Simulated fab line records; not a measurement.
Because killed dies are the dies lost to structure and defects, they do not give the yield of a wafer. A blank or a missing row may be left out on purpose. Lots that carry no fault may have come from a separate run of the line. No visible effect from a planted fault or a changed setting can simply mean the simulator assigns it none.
fab line records | flow ritCmos
record: lots: 5 wafers: 23
route steps=202 shown ACTIVE@7 NWELL@36 PWELL@47 WELLDRIVE@50 GATE@89 SPACER@128 M1@202
startH: hours from the record's first day to the start of the lot's first wafer shown | waitH: how many hours have passed since the lot's step before this one | " repeats the value in the row above | L1.1+2: several wafers, shown together as one row | - no value, or no start given | * or withheld: withheld | < > ~ a bound
route shown NAME@n: NAME is a module with steps in the file, n the number in the route of the first one | usual: average and standard deviation across the fault-free wafers | same: alike in all rows | chamber/n: place in a boat | sites: the reading at each site | _std_site: the values' standard deviation | _edge_site: the outer-site mean with the inner-site mean subtracted | radiusMm: for every site, how far away it sits from the centre of the wafer | mask NAME#n: copy n | behind: the most recent tool/chamber to have shaped the wafer | hold: why the lot was held/for how many hours/how that ended | device: the n, p or np transistor that did not switch | end of line: tests of these same wafers at the route's end | a step without rows: its recipe alone | killed: dies lost to structure and defects at the first sort, not the wafer's yield | map: per-die view of a wafer (x killed, . not killed, _ where there is no die)
set.NAME: the setting as run; set.NAME@STEP: as run at that earlier step | model.NAME: the simulator's own value behind a step, which no gauge read
one table per step and one row per wafer, for lots whose settings were changed on purpose
== steps ==
step: RIT_ACTIVE_COAT_06
recipe: resist: NOVOLAK spinRpm: 3250 resistThkNm: 1000
columns lot.wafer tool chamber startH waitH set.resistThkNm model.NOVOLAK_of_ACTIVE_COAT_06.thkNm
L074.2 lithoTrack-02 0 13.77 0.1 1000 1004
L074.3 " 0 " " 949 950.5
L074.4 " 0 " " 1000 1002
L074.5 " 0 " " 949 954.9
L074.6 " 0 " " 1000 1001
L076.1 lithoTrack-02 0 23.74 0.1 1000 1001
L076.4 " 0 " " 1000 1000
L076.5 " 0 " " 1000 1002
L079.1 lithoTrack-04 0 38.74 0.1 1000 998.6
L079.2 " 0 " " 1000 1001
L079.3 " 0 " " 1000 1003
L079.5+6 " 0 " " 1000 999.1
L080.2 lithoTrack-01 0 43.77 0.1 1000 1006
L080.3 " 0 " " 1000 1003
L080.4 " 0 " " 1000 999.8
L080.5 " 0 " " 1000 1007
L080.6 " 0 " " 1000 1002
L085.1 lithoTrack-04 0 68.74 0.1 1000 1002
L085.2 " 0 " " 1000 1003
L085.3 " 0 " " 1000 1000
L085.4+6 " 0 " " 1041 1041
step: RIT_ACTIVE_SOFTBAKE_07
recipe: resist: NOVOLAK tempC: 90 timeS: 60
step: RIT_ACTIVE_EXPOSE_08
recipe: maskId: M1 na: 0.6 sourceShape: conventional sigmaOuter: 0.6 targetCdNm: 1400 doseMj: 225
step: RIT_ACTIVE_PEB_09
recipe: resist: NOVOLAK tempC: withheld timeS: withheld
step: RIT_ACTIVE_DEVELOP_10
recipe: resist: NOVOLAK developTimeS: 50 devTempC: 23.35
step: RIT_ACTIVE_CD_MEAS_11
recipe: targetCdNm: 1400
usual: cdNm: 1399.9/2.2
columns lot.wafer tool chamber startH waitH set.resistThkNm@ACTIVE_COAT_06 cdNm
L074.2 cdSem-02 - 14.58 - 1000 1400.3
L074.3 " - " " 949 1393.0
L074.4 " - " " 1000 1398.5
L074.5 " - " " 949 1393.7
L074.6 " - " " 1000 1401.6
L076.1 cdSem-01 - 24.56 - 1000 1398.1
L076.4 " - " " 1000 1398.2
L076.5 " - " " 1000 1398.4
L079.1 cdSem-02 - 39.44 - 1000 1402.3
L079.2 " - " " 1000 1402.4
L079.3 " - " " 1000 1403.1
L079.5 " - " " 1000 1401.1
L079.6 " - " " 1000 1404.4
L080.2 cdSem-02 - 44.46 - 1000 1401.4
L080.3 " - " " 1000 1400.5
L080.4 " - " " 1000 1400.3
L080.5 " - " " 1000 1401.1
L080.6 " - " " 1000 1399.5
L085.1 cdSem-02 - 69.65 - 1000 1400.7
L085.2 " - " " 1000 1398.6
L085.3 " - " " 1000 1398.4
L085.4 " - " " 1041 1403.8
L085.6 " - " " 1041 1402.7
step: RIT_ACTIVE_HARDBAKE_12
recipe: resist: NOVOLAK tempC: 140 timeS: 60
columns lot.wafer tool chamber startH waitH set.resistThkNm@ACTIVE_COAT_06 model.NOVOLAK_of_ACTIVE_COAT_06.thkNm
L074.2 lithoTrack-02 0 14.71 0.1 1000 886.9
L074.3 " 0 " " 949 840.5
L074.4 " 0 " " 1000 885.8
L074.5 " 0 " " 949 844.3
L074.6 " 0 " " 1000 884.8
L076.1 lithoTrack-02 0 24.68 0.1 1000 884.8
L076.4 " 0 " " 1000 884.1
L076.5 " 0 " " 1000 885.8
L079.1 lithoTrack-02 0 39.56 0.1 1000 882.5
L079.2 " 0 " " 1000 884.3
L079.3 " 0 " " 1000 886.5
L079.5+6 " 0 " " 1000 883
L080.2 lithoTrack-04 0 44.58 0.1 1000 888.8
L080.3 " 0 " " 1000 886.3
L080.4 " 0 " " 1000 883.5
L080.5 " 0 " " 1000 889.6
L080.6 " 0 " " 1000 885.4
L085.1 lithoTrack-01 0 69.77 0.1 1000 885.4
L085.2 " 0 " " 1000 886.3
L085.3 " 0 " " 1000 884
L085.4 " 0 " " 1041 919.7
L085.6 " 0 " " 1041 919.2
step: RIT_ACTIVE_ETCH_13
recipe: stopOn: SiO2 chemistry: SF6 target: Si3N4 timeS: 210 overEtchFrac: 0.4 SF6_flow_sccm: 200 pressureMtorr: 260 rfW: 125 targetDepthA: 2100
columns lot.wafer tool chamber startH waitH set.overEtchFrac set.resistThkNm@ACTIVE_COAT_06 model.NOVOLAK_of_ACTIVE_COAT_06.thkNm
L074.2 rieDiel-03 0 14.83 0.1 0.4 1000 670.5
L074.3 " 1 " " 0.4 949 606.5
L074.4 " 2 " " 0.4 1000 671.4
L074.5 " 0 " " 0.4 949 626.1
L074.6 " 1 " " 0.4 1000 652.7
L076.1 rieDiel-01 3 24.83 0.1 0.4 1000 661.6
L076.4 " 0 " " 0.4 1000 657.2
L076.5 " 2 " " 0.4 1000 646
L079.1 rieDiel-01 1 39.71 0.1 0.3436 1000 663.1
L079.2 " 2 " " 0.3436 1000 651.7
L079.3 " 3 " " 0.4 1000 664.4
L079.5 " 0 " " 0.3436 1000 666.6
L079.6 " 1 " " 0.4 1000 653.2
L080.2 rieDiel-02 1 44.71 0.1 0.4 1000 654
L080.3 " 3 " " 0.46 1000 645.3
L080.4 " 1 " " 0.46 1000 638.1
L080.5 " 2 " " 0.4 1000 663.2
L080.6 " 3 " " 0.4 1000 653.9
L085.1 rieDiel-02 1 69.92 0.1 0.4 1000 647.4
L085.2 " 3 " " 0.4 1000 649.6
L085.3 " 2 " " 0.4 1000 651.6
L085.4 " 0 " " 0.4 1041 681.8
L085.6 " 0 " " 0.4 1041 682.7
step: RIT_ACTIVE_STRIP_14
recipe: chemistry: O2 timeS: 180 resist: NOVOLAK platenTempC: withheld powerW: 500 pressureMtorr: 4000 o2FlowSccm: 4000
step: RIT_ACTIVE_CD_MEAS_90
recipe: targetCdNm: 1400
usual: cdNm: 1400.0/2.1
columns lot.wafer tool chamber startH waitH set.resistThkNm@ACTIVE_COAT_06 cdNm
L074.2 cdSem-02 - 15.16 0.1 1000 1400.2
L074.3 " - " " 949 1392.7
L074.4 " - " " 1000 1399.1
L074.5 " - " " 949 1394.7
L074.6 " - " " 1000 1401.4
L076.1 cdSem-02 - 25.14 0.1 1000 1398.0
L076.4 " - " " 1000 1398.2
L076.5 " - " " 1000 1398.1
L079.1 cdSem-01 - 40.02 0.1 1000 1402.2
L079.2 " - " " 1000 1403.4
L079.3 " - " " 1000 1403.6
L079.5 " - " " 1000 1400.5
L079.6 " - " " 1000 1404.3
L080.2 cdSem-02 - 45.04 0.1 1000 1401.1
L080.3 " - " " 1000 1400.7
L080.4 " - " " 1000 1400.4
L080.5 " - " " 1000 1401.4
L080.6 " - " " 1000 1399.2
L085.1 cdSem-02 - 70.23 0.1 1000 1400.1
L085.2 " - " " 1000 1398.1
L085.3 " - " " 1000 1398.7
L085.4 " - " " 1041 1403.6
L085.6 " - " " 1041 1402.5
step: RIT_NWELL_IMPLANT_08
recipe: species: P energyKev: 170 doseCm2: 5e+13 tiltDeg: 7
columns lot.wafer tool chamber startH waitH set.energyKev model.implant.rpNm model.implant.drpNm
L074.2+3+4 implanter-03 0 21.16 0.2 170 213.2 68.82
L074.5+6 " 0 " " 163.2 204.4 66.79
L076.1+4+5 implanter-03 0 31.39 0.2 170 213.9 68.82
L079.1+3+6 implanter-01 0 48.09 0.2 160.1 195.8 65.85
L079.2+5 " 0 " " 170 208.3 68.82
L080.2+5 implanter-03 0 51.52 0.2 170 214.8 68.82
L080.3+4+6 " 0 " " 162.3 204.8 66.52
L085.1+2 implanter-01 0 77.86 0.2 170 215.8 68.82
L085.3+4+6 " 0 " " 165.5 209.9 67.48
step: RIT_PWELL_IMPLANT_08
recipe: species: B energyKev: 170 doseCm2: 7e+13 tiltDeg: 7
columns lot.wafer tool chamber startH waitH set.doseCm2
L074.2+4+5 implanter-01 0 22.84 0.2 7e+13
L074.3+6 " 0 " " 7.334e+13
L076.1+4+5 implanter-03 0 32.94 0.2 7e+13
L079.1+2+3+5+6 implanter-01 0 49.76 0.2 7e+13
L080.2+4+6 implanter-01 0 53.13 0.2 7.512e+13
L080.3+5 " 0 " " 7e+13
L085.1+2+3+4+6 implanter-03 0 79.41 0.2 7e+13
step: RIT_PWELL_STRIP_09
recipe: chemistry: O2 timeS: 180 resist: NOVOLAK platenTempC: withheld powerW: 508.1 pressureMtorr: 4000 o2FlowSccm: 4000
step: RIT_PWELL_TW_MEAS_10
usual: PWELL_TW: 952/3.6
columns lot.wafer tool chamber startH waitH set.doseCm2@PWELL_IMPLANT_08 PWELL_TW
L074.2 filmMetro-04 - 23.15 0.1 7e+13 957
L074.3 " - " " 7.334e+13 969
L074.4 " - " " 7e+13 955
L074.5 " - " " 7e+13 956
L074.6 " - " " 7.334e+13 968
L076.1 filmMetro-03 - 33.26 0.1 7e+13 948
L076.4 " - " " 7e+13 948
L076.5 " - " " 7e+13 950
L079.1 filmMetro-04 - 50.09 0.1 7e+13 949
L079.2 " - " " 7e+13 952
L079.3 " - " " 7e+13 950
L079.5 " - " " 7e+13 952
L079.6 " - " " 7e+13 948
L080.2 filmMetro-01 - 53.44 0.1 7.512e+13 977
L080.3 " - " " 7e+13 951
L080.4 " - " " 7.512e+13 972
L080.5 " - " " 7e+13 953
L080.6 " - " " 7.512e+13 979
L085.1 filmMetro-03 - 79.73 0.1 7e+13 956
L085.2 " - " " 7e+13 953
L085.3 " - " " 7e+13 949
L085.4 " - " " 7e+13 956
L085.6 " - " " 7e+13 952
step: RIT_WELLDRIVE_ANNEAL_00
recipe: tempC: 1100 timeS: 14700 ambient: N2
step: RIT_WELLDRIVE_RS_MEAS_02
recipe: thkMeasGauge: four-point-probe
usual: PWELL_RS: 429.4/1.3
columns lot.wafer tool chamber startH waitH set.doseCm2@PWELL_IMPLANT_08 PWELL_RS[ohm/sq]
L074.2 filmMetro-03 - 28.89 0.1 7e+13 429.8
L074.3 " - " " 7.334e+13 416.6
L074.4 " - " " 7e+13 429.8
L074.5 " - " " 7e+13 429.4
L074.6 " - " " 7.334e+13 417.1
L076.1 filmMetro-03 - 38.53 0.1 7e+13 428.5
L076.4 " - " " 7e+13 430.0
L076.5 " - " " 7e+13 428.7
L079.1 filmMetro-01 - 55.35 0.1 7e+13 428.4
L079.2 " - " " 7e+13 428.8
L079.3 " - " " 7e+13 430.1
L079.5 " - " " 7e+13 428.7
L079.6 " - " " 7e+13 428.1
L080.2 filmMetro-03 - 58.71 0.1 7.512e+13 411.6
L080.3 " - " " 7e+13 429.9
L080.4 " - " " 7.512e+13 411.6
L080.5 " - " " 7e+13 430.0
L080.6 " - " " 7.512e+13 411.7
L085.1 filmMetro-01 - 85.59 0.1 7e+13 428.2
L085.2 " - " " 7e+13 429.2
L085.3 " - " " 7e+13 429.0
L085.4 " - " " 7e+13 429.3
L085.6 " - " " 7e+13 428.9
step: RIT_GATE_EXPOSE_13
recipe: maskId: M6 na: 0.6 sourceShape: conventional sigmaOuter: 0.6 targetCdNm: 150 doseMj: 380
columns lot.wafer tool chamber startH waitH mask set.doseMj
L074.2+3+4+5+6 ilineStepper-02 0 36.60 0.2 M6#0 380
L076.1+4+5 ilineStepper-02 0 49.27 0.1 M6#0 380
L079.1+5+6 ilineStepper-02 0 63.94 0.1 M6#0 380
L079.2+3 " 0 " " M6#0 363.8
L080.2+6 ilineStepper-02 0 66.05 0.1 M6#0 398.9
L080.3+4+5 " 0 " " M6#0 380
L085.1+2+3+4+6 ilineStepper-01 0 95.78 0.2 M6#0 380
step: RIT_GATE_PEB_14
recipe: resist: NOVOLAK tempC: withheld timeS: withheld
step: RIT_GATE_DEVELOP_15
recipe: resist: NOVOLAK developTimeS: 50 devTempC: 23
step: RIT_GATE_CD_MEAS_16
recipe: targetCdNm: 150
usual: cdNm: 149.0/2.3
columns lot.wafer tool chamber startH waitH set.doseMj@GATE_EXPOSE_13 cdNm
L074.2 cdSem-02 - 37.08 - 380 149.8
L074.3 " - " " 380 149.1
L074.4 " - " " 380 147.1
L074.5 " - " " 380 148.5
L074.6 " - " " 380 149.1
L076.1 cdSem-02 - 49.67 - 380 152.8
L076.4 " - " " 380 152.8
L076.5 " - " " 380 154.1
L079.1 cdSem-01 - 64.33 - 380 146.6
L079.2 " - " " 363.8 171.1
L079.3 " - " " 363.8 172.7
L079.5 " - " " 380 146.8
L079.6 " - " " 380 146.0
L080.2 cdSem-02 - 66.46 - 398.9 122.8
L080.3 " - " " 380 147.7
L080.4 " - " " 380 148.2
L080.5 " - " " 380 148.1
L080.6 " - " " 398.9 122.9
L085.1 cdSem-01 - 96.18 - 380 149.3
L085.2 " - " " 380 145.6
L085.3 " - " " 380 147.0
L085.4 " - " " 380 148.2
L085.6 " - " " 380 146.9
step: RIT_GATE_ETCH_19
recipe: chemistry: SF6/CHF3/O2 timeS: 165 SF6_flow_sccm: 30 CHF3_flow_sccm: 30 O2_flow_sccm: 5 target: poly-Si pressureMtorr: 40 rfW: 160 targetDepthA: 3125 overEtchFrac: 0.25 stopOn: SiO2
columns lot.wafer tool chamber startH waitH set.rfW set.doseMj@GATE_EXPOSE_13 model.GATE.cdNm
L074.2 rieSi-01 1 37.36 0.1 173.4 380 149.4
L074.3 " 0 " " 160 380 149.5
L074.4 " 2 " " 160 380 147.1
L074.5 " 0 " " 160 380 148.8
L074.6 " 3 " " 173.4 380 148.9
L076.1 rieSi-01 1 49.98 0.1 160 380 153.1
L076.4 " 2 " " 160 380 -
L076.5 " 1 " " 160 380 154.1
L079.1 rieSi-02 0 64.64 0.1 153.9 380 146.8
L079.2 " 3 " " 160 363.8 170.5
L079.3 " 1 " " 160 363.8 172.5
L079.5 " 0 " " 153.9 380 146.9
L079.6 " 1 " " 160 380 146.4
L080.2 rieSi-01 1 66.74 0.1 175.1 398.9 122.6
L080.3 " 0 " " 175.1 380 147.6
L080.4 " 1 " " 160 380 148.4
L080.5 " 2 " " 175.1 380 147.8
L080.6 " 0 " " 160 398.9 123.1
L085.1 rieSi-02 1 96.49 0.1 160 380 149.6
L085.2 " 3 " " 173.9 380 145.5
L085.3 " 0 " " 160 380 146.5
L085.4 " 2 " " 173.9 380 147.9
L085.6 " 0 " " 173.9 380 146.8
step: RIT_GATE_STRIP_20
recipe: chemistry: O2 timeS: 180 resist: NOVOLAK platenTempC: withheld powerW: 500 pressureMtorr: 4000 o2FlowSccm: 4000
step: RIT_GATE_CD_MEAS_90
recipe: targetCdNm: 150
usual: cdNm: 149.0/2.3
columns lot.wafer tool chamber startH waitH set.doseMj@GATE_EXPOSE_13 cdNm
L074.2 cdSem-02 - 37.66 0.1 380 149.5
L074.3 " - " " 380 149.4
L074.4 " - " " 380 147.5
L074.5 " - " " 380 148.5
L074.6 " - " " 380 148.9
L076.1 cdSem-02 - 50.26 0.1 380 153.2
L076.4 " - " " 380 152.7
L076.5 " - " " 380 153.9
L079.1 cdSem-02 - 64.92 0.1 380 146.6
L079.2 " - " " 363.8 170.5
L079.3 " - " " 363.8 172.2
L079.5 " - " " 380 147.0
L079.6 " - " " 380 146.2
L080.2 cdSem-01 - 67.04 0.1 398.9 122.6
L080.3 " - " " 380 147.9
L080.4 " - " " 380 148.5
L080.5 " - " " 380 147.8
L080.6 " - " " 398.9 123.1
L085.1 cdSem-01 - 96.77 0.1 380 149.6
L085.2 " - " " 380 145.5
L085.3 " - " " 380 146.5
L085.4 " - " " 380 148.0
L085.6 " - " " 380 146.7
step: RIT_SPACER_CVD_03
recipe: material: Si3N4 targetThkNm: 250 tempC: 810 precursor: SiH2Cl2/NH3 timeS: 3300 pressureMtorr: 300 sih2cl2FlowSccm: 60 nh3FlowSccm: 150
columns lot.wafer tool chamber startH waitH set.timeS model.Si3N4_of_SPACER_CVD_03.thkNm
L074.2 - - - 0.0 3637 279.2
L074.3 " - " " 3637 278.7
L074.4 " - " " 3637 276.5
L074.5 " - " " 3637 277.6
L074.6 " - " " 3637 277.1
L076.1 lpcvd-01 1 57.65 0.0 3300 253.3
L076.4 " 1 " " 3300 252.1
L076.5 " 1 " " 3300 250.7
L079.1 - - - 0.0 3649 271.3
L079.2 " - " " 3649 271.1
L079.3 " - " " 3649 272.7
L079.5 " - " " 3649 271.8
L079.6 " - " " 3649 273.7
L080.2+5 - - - 1.0 2896 221.6
L080.3 " - " " 2896 222
L080.4 " - " " 2896 221.8
L080.6 " - " " 2896 222.9
L085.1 - - - 0.9 2932 226.4
L085.2 " - " " 2932 225
L085.3 " - " " 2932 226.3
L085.4 " - " " 2932 227.4
L085.6 " - " " 2932 226.2
step: RIT_SPACER_THK_MEAS_04
recipe: reads: Si3N4_of_SPACER_CVD_03
usual: SPACER_NITRIDE_THK: 251.3/2.4
columns lot.wafer tool chamber startH waitH set.timeS@SPACER_CVD_03 SPACER_NITRIDE_THK[nm]
L074.2 filmMetro-02 - - - 3637 279.2
L074.3 " - " " 3637 278.7
L074.4 " - " " 3637 276.5
L074.5 " - " " 3637 277.9
L074.6 " - " " 3637 277.0
L076.1 filmMetro-03 - 60.53 0.0 3300 253.3
L076.4 " - " " 3300 251.9
L076.5 " - " " 3300 250.8
L079.1 filmMetro-03 - - - 3649 271.5
L079.2 " - " " 3649 271.1
L079.3 " - " " 3649 273.1
L079.5 " - " " 3649 271.9
L079.6 " - " " 3649 273.6
L080.2 filmMetro-03 - - - 2896 221.7
L080.3 " - " " 2896 221.9
L080.4 " - " " 2896 221.9
L080.5 " - " " 2896 221.6
L080.6 " - " " 2896 222.9
L085.1 filmMetro-03 - - - 2932 226.4
L085.2 " - " " 2932 225.1
L085.3 " - " " 2932 226.4
L085.4 " - " " 2932 227.5
L085.6 " - " " 2932 226.3
step: RIT_SPACER_ETCHBACK_05
recipe: targetDepthA: 2500 SF6_flow_sccm: 30 CHF3_flow_sccm: 30 target: Si3N4 chemistry: SF6/CHF3 pressureMtorr: 40 rfW: 250 timeS: 240 stopOn: SiO2
usual: oesProductAu: 0.845/0.017
columns lot.wafer tool chamber startH waitH set.timeS@SPACER_CVD_03 oesProductAu model.etch.depthNm model.Si3N4_of_SPACER_CVD_03.thkNm
L074.2 rieDiel-01 3 46.30 0.0 3637 0.935 279.2 220.1
L074.3 " 2 " " 3637 0.900 278.7 217.4
L074.4 " 2 " " 3637 0.893 - 215.9
L074.5 " 0 " " 3637 0.890 - 219.2
L074.6 " 3 " " 3637 0.931 - 217.9
L076.1 rieDiel-04 3 60.59 0.1 3300 0.850 253.3 198.9
L076.4 " 3 " " 3300 0.849 252.1 197.5
L076.5 " 0 " " 3300 0.863 250.7 198.7
L079.1 rieDiel-04 2 74.18 0.1 3649 0.878 - 216.1
L079.2 " 1 " " 3649 0.917 271.1 214.7
L079.3 " 0 " " 3649 0.916 272.7 215.7
L079.5 " 1 " " 3649 0.919 271.8 214.5
L079.6 " 2 " " 3649 0.884 - 218.2
L080.2 rieDiel-02 0 77.52 0.0 2896 0.762 221.6 173.4
L080.3 " 2 " " 2896 0.770 - 174.7
L080.4 " 1 " " 2896 0.770 221.8 173.1
L080.5 " 3 " " 2896 0.758 - 173.8
L080.6 " 2 " " 2896 0.781 222.9 175.4
L085.1 rieDiel-02 3 106.12 0.1 2932 0.770 226.4 176.8
L085.2 " 2 " " 2932 0.779 - 176.8
L085.3 " 1 " " 2932 0.776 226.3 175.4
L085.4 " 0 " " 2932 0.768 - 177.3
L085.6 " 0 " " 2932 0.774 - 176.6
step: RIT_M1_PROBE_99
columns lot.wafer tool chamber startH waitH set.doseMj@GATE_EXPOSE_13 model.etest.nmos_0p15.driveUaUm model.etest.nmos_0p15.rOnOhmUm model.etest.pmos_0p15.rOnOhmUm model.etest.pmosTurned.rOnOhmUm
L074.2 prober-02 - 58.62 0.1 380 462.4 1064 2700 3360
L074.3 prober-02 - 58.67 0.2 380 452.8 1134 2720 3364
L074.4 prober-02 - 58.72 0.2 380 479.3 1051 2621 3240
L074.5 prober-02 - 58.77 0.2 380 467.5 1066 2641 3287
L074.6 prober-02 - 58.82 0.2 380 459.1 1093 2669 3300
L076.1 prober-02 - 71.62 0.1 380 458.7 1152 2881 3580
L076.4 prober-02 - 71.77 0.2 380 453.9 1160 2884 3594
L076.5 prober-02 - 71.82 0.2 380 454.2 1119 2847 3571
L079.1 prober-01 - 85.33 0.1 380 492 1016 2538 3156
L079.2 prober-01 - 85.38 0.1 363.8 403.8 1213 3152 3798
L079.3 prober-01 - 85.43 0.2 363.8 398.4 1219 3229 3816
L079.5 prober-01 - 85.53 0.2 380 489.6 1036 2631 3240
L079.6 prober-01 - 85.58 0.2 380 483.6 1025 2630 3249
L080.2 prober-02 - 88.82 0.1 398.9 579.5 1122 2425 3034
L080.3 prober-02 - 88.87 0.2 380 479 1194 2804 3446
L080.4 prober-02 - 88.92 0.2 380 454.1 1298 2997 3611
L080.5 prober-02 - 88.97 0.2 380 474.9 1247 2920 3543
L080.6 prober-02 - 89.02 0.2 398.9 576.4 1080 2336 3025
L085.1 prober-01 - 117.88 0.1 380 463.6 1251 2916 3547
L085.2 prober-01 - 117.93 0.1 380 474.5 1210 2859 3565
L085.3 prober-01 - 117.98 0.2 380 453.8 1322 3045 3727
L085.4 prober-01 - 118.03 0.2 380 463.4 1259 2914 3589
L085.6 prober-01 - 118.13 0.2 380 472.7 1261 2886 3573
killed by level:class
L076.1 GATE:geometricParticle:short=2 GATE:geometricParticle:open=2 FOX1:geometricParticle:open=1 FOX1:geometricParticle:short=1 M1:coatMicrobubblePrinted=1
L076.4 FOX1:geometricParticle:short=1 GATE:geometricParticle:open=1 M1:geometricParticle:short=1
L076.5 FOX1:geometricParticle:short=3 FOX2:geometricParticle:short=1 GATE:geometricParticle:open=1 GATE:geometricParticle:short=1 SPACER:geometricParticle:open=1
== key ==
split: step: RIT_ACTIVE_COAT_06 setting: resistThkNm stated: 1000 by: wafer
response: step: RIT_ACTIVE_COAT_06 reading: model.NOVOLAK_of_ACTIVE_COAT_06.thkNm change: +9.66 per: 1% r: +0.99
response: step: RIT_ACTIVE_CD_MEAS_11 reading: cdNm change: +1.2 per: 1% r: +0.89
response: step: RIT_ACTIVE_HARDBAKE_12 reading: model.NOVOLAK_of_ACTIVE_COAT_06.thkNm change: +8.45 per: 1% r: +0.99
response: step: RIT_ACTIVE_ETCH_13 reading: model.NOVOLAK_of_ACTIVE_COAT_06.thkNm change: +8.92 per: 1% r: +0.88
response: step: RIT_ACTIVE_CD_MEAS_90 reading: cdNm change: +1.17 per: 1% r: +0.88
split: step: RIT_ACTIVE_ETCH_13 setting: overEtchFrac stated: 0.4 by: wafer
response none clear
split: step: RIT_NWELL_IMPLANT_08 setting: energyKev stated: 170 by: wafer
response: step: RIT_NWELL_IMPLANT_08 reading: model.implant.rpNm change: +2.18 per: 1% r: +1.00
response: step: RIT_NWELL_IMPLANT_08 reading: model.implant.drpNm change: +0.509 per: 1% r: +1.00
split: step: RIT_PWELL_IMPLANT_08 setting: doseCm2 stated: 7e+13 by: wafer
response: step: RIT_PWELL_TW_MEAS_10 reading: PWELL_TW change: +3.09 per: 1% r: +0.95
response: step: RIT_WELLDRIVE_RS_MEAS_02 reading: PWELL_RS change: -2.56 per: 1% r: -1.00
split: step: RIT_GATE_EXPOSE_13 setting: doseMj stated: 380 by: wafer
response: step: RIT_GATE_CD_MEAS_16 reading: cdNm change: -5.45 per: 1% r: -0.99
response: step: RIT_GATE_ETCH_19 reading: model.GATE.cdNm change: -5.37 per: 1% r: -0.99
response: step: RIT_GATE_CD_MEAS_90 reading: cdNm change: -5.38 per: 1% r: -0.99
response: step: RIT_M1_PROBE_99 reading: model.etest.pmosTurned.rOnOhmUm change: -117 per: 1% r: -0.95
response: step: RIT_M1_PROBE_99 reading: model.etest.pmos_0p15.rOnOhmUm change: -120 per: 1% r: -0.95
response: step: RIT_M1_PROBE_99 reading: model.etest.nmos_0p15.rOnOhmUm change: -35.7 per: 1% r: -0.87
response: step: RIT_M1_PROBE_99 reading: model.etest.nmos_0p15.driveUaUm change: +21.3 per: 1% r: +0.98
split: step: RIT_GATE_ETCH_19 setting: rfW stated: 160 by: wafer
response none clear
split: step: RIT_SPACER_CVD_03 setting: timeS stated: 3300 by: lot
response: step: RIT_SPACER_CVD_03 reading: model.Si3N4_of_SPACER_CVD_03.thkNm change: +2.3 per: 1% r: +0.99
response: step: RIT_SPACER_THK_MEAS_04 reading: SPACER_NITRIDE_THK change: +2.3 per: 1% r: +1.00
response: step: RIT_SPACER_ETCHBACK_05 reading: oesProductAu change: +0.00614 per: 1% r: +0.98
response: step: RIT_SPACER_ETCHBACK_05 reading: model.etch.depthNm change: +2.29 per: 1% r: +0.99
response: step: RIT_SPACER_ETCHBACK_05 reading: model.Si3N4_of_SPACER_CVD_03.thkNm change: +1.89 per: 1% r: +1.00
